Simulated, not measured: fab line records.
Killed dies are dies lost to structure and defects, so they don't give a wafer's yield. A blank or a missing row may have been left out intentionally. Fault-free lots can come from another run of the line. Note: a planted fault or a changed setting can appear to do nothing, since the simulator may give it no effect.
Comparing a struck lot with a sound one :: flow berkeley-cmos170 :: 43 steps out of a route of 331
Sound: wafers L852.1, L852.2, L852.6. Struck: wafers L858.1, L858.2, L858.5. The cause comes at the end.
At each step with rows: each side's tool, then ch and its chambers, then its first start. Under that, the readings that differ: sound wafers :: struck wafers :: difference of the means :: sigmas: that difference in standard deviations of wafers without a fault.
alike: same words and numbers on both sides, and readings whose means sit less than 2 such deviations apart. not compared: any withheld reading, any reading some wafer has no value for, any bound like >300 that may hide the same value, and any number with overlapping values for which the record gives no deviation.
The two part at a step that has a row with sigmas, a row that says differs or no value, or rows on one side only. When numbers do not overlap yet have no deviation, they are printed without sigmas and do not part them. Lack of a reading on every wafer of one side parts them only where that side has two or more wafers.

first, 1 step without rows for these wafers: UCB170_PLDD_IMPLANT_09.
UCB170_PLDD_STRIP_10: strips in O2.
  sound on plasma-asher-01 ch 0,1, day 6 19:00; struck on plasma-asher-02 ch 0,1, day 7 06:37
reading: strip-time-to-endpoint-s (s)
sound: 21.58 21.65 21.58
struck: 21.76 21.74 21.72
difference: +0.14
sigmas: +2
  alike: drypump-motor-current-A, oes-product-au
  not compared: rf-hours-counter-h
UCB170_PLDD_TW_MEAS_11:
  sound on film-metro-02, day 6 19:06; struck on film-metro-02, day 7 06:43
  alike: PLDD_TW
then, 7 steps without rows for these wafers: UCB170_PLDD_CLEAN_12 (cleans in SPM, time 600 s); UCB170_NLDD_HMDS_00 (prime time 60 s); UCB170_NLDD_COAT_01 (resist thk 900 nm); UCB170_NLDD_SOFTBAKE_02 (time 60 s); UCB170_NLDD_EXPOSE_03 (exposes mask NSELECT, target cd 1200 nm); UCB170_NLDD_PEB_04; UCB170_NLDD_DEVELOP_05 (develop time 45 s).
UCB170_NLDD_CD_MEAS_06: the cd target is 1200 nm.
  sound on cd-sem-02, day 6 20:46; struck on cd-sem-01, day 7 08:27
reading: cd-nm (nm)
sound: 1200.8 1203.1 1201.7
struck: 1198.8 1200.8 1198.1
difference: -2.6
sigmas: -2
UCB170_NLDD_OVL_MEAS_07:
  sound on overlay-02, day 6 20:53; struck on overlay-02, day 7 08:34
  alike: NLDD_OVL
UCB170_NLDD_IMPLANT_08:
  sound on implanter-03 ch 0, day 6 20:55; struck on implanter-03 ch 0, day 7 08:36
then, 1 step without rows for these wafers: UCB170_NLDD_IMPLANT_09.
UCB170_NLDD_STRIP_10: strips in O2.
  sound on plasma-asher-02 ch 0,1, day 6 21:13; struck on plasma-asher-02 ch 0,1, day 7 08:54
  alike: drypump-motor-current-A, oes-product-au, strip-time-to-endpoint-s
  not compared: rf-hours-counter-h
UCB170_NLDD_TW_MEAS_11:
  sound on film-metro-03, day 6 21:19; struck on film-metro-04, day 7 09:17
reading: NLDD_TW
sound: 2237 2229 2241
struck: 2205 2135 2142
difference: -75
sigmas: -5
  not compared: hold
UCB170_SPACER_CVD_00: deposits SiO2 from TEOS/O2, target thk 376 nm, time 47 s.
  sound on pecvd-03 ch 0,1,2, day 6 21:44; struck on pecvd-03 ch 0,1,2, day 7 14:41
  alike: heater-power-w
UCB170_SPACER_THK_MEAS_01:
  sound on film-metro-04, day 6 21:46; struck on film-metro-04, day 7 14:47
  alike: SPACER_TEOS_THK
then, 1 step without rows for these wafers: UCB170_SPACER_ANNEAL_02 (time 1800 s).
UCB170_SPACER_ETCHBACK_03: etches SiO2 in CHF3/CF4/Ar, stops on Si, target depth 376 nm, time 100 s.
  sound on rie-diel-02 ch 0,1,3, day 7 01:12; struck on rie-diel-03 ch 0,1,3, day 7 17:07
  alike: drypump-motor-current-A, oes-product-au, throttle-valve-pct
  not compared: rf-hours-counter-h
then, 6 steps without rows for these wafers: UCB170_PSD_HMDS_00 (prime time 60 s); UCB170_PSD_COAT_01 (resist thk 900 nm); UCB170_PSD_SOFTBAKE_02 (time 60 s); UCB170_PSD_EXPOSE_03 (exposes mask PSELECT MOD, target cd 1200 nm); UCB170_PSD_PEB_04; UCB170_PSD_DEVELOP_05 (develop time 45 s).
UCB170_PSD_CD_MEAS_06: the cd target is 1200 nm.
  sound on cd-sem-01, day 7 03:29; struck on cd-sem-02, day 7 18:17
  alike: cd-nm
UCB170_PSD_OVL_MEAS_07:
  sound on overlay-01, day 7 03:37; struck on overlay-02, day 7 18:25
reading: PSD_OVL (nm)
sound: 14 10 4
struck: -8 -6 -3
difference: -15
sigmas: -2
then, 1 step without rows for these wafers: UCB170_PSD_IMPLANT_08.
UCB170_PSD_STRIP_09: strips in O2.
  sound on plasma-asher-03 ch 0,1, day 7 03:47; struck on plasma-asher-04 ch 0,1, day 7 18:46
  alike: drypump-motor-current-A, oes-product-au, strip-time-to-endpoint-s
  not compared: rf-hours-counter-h
UCB170_PSD_TW_MEAS_10:
  sound on film-metro-04, day 7 03:53; struck on film-metro-02, day 7 18:52
  alike: PSD_TW
then, 7 steps without rows for these wafers: UCB170_PSD_CLEAN_11 (cleans in SPM, time 600 s); UCB170_NSD_HMDS_00 (prime time 60 s); UCB170_NSD_COAT_01 (resist thk 900 nm); UCB170_NSD_SOFTBAKE_02 (time 60 s); UCB170_NSD_EXPOSE_03 (exposes mask NSELECT MOD, target cd 1200 nm); UCB170_NSD_PEB_04; UCB170_NSD_DEVELOP_05 (develop time 45 s).
UCB170_NSD_CD_MEAS_06: the cd target is 1200 nm.
  sound on cd-sem-02, day 7 06:18; struck on cd-sem-01, day 7 20:26
  alike: cd-nm
UCB170_NSD_OVL_MEAS_07:
  sound on overlay-01, day 7 06:25; struck on overlay-01, day 7 20:33
  alike: NSD_OVL
then, 1 step without rows for these wafers: UCB170_NSD_IMPLANT_08.
UCB170_SDANNEAL_RS_MEAS_05: measures by four-point-probe.
  sound on film-metro-03, day 7 08:57; struck on film-metro-03, day 8 02:39
reading: NLDD_RS (ohm/sq)
sound: 620.8 620.6 618.8
struck: 566.0 549.5 548.0
difference: -65.6
sigmas: -50
  not compared: hold
UCB170_M3_PROBE_99:
  rows exist in the record for the sound wafers here (prober-01, day 8 12:26), none for the struck ones

WHERE THEY PART
At UCB170_PLDD_STRIP_10 first; at UCB170_M3_PROBE_99 last (within this record only).

WHY: the cause the simulator had injected
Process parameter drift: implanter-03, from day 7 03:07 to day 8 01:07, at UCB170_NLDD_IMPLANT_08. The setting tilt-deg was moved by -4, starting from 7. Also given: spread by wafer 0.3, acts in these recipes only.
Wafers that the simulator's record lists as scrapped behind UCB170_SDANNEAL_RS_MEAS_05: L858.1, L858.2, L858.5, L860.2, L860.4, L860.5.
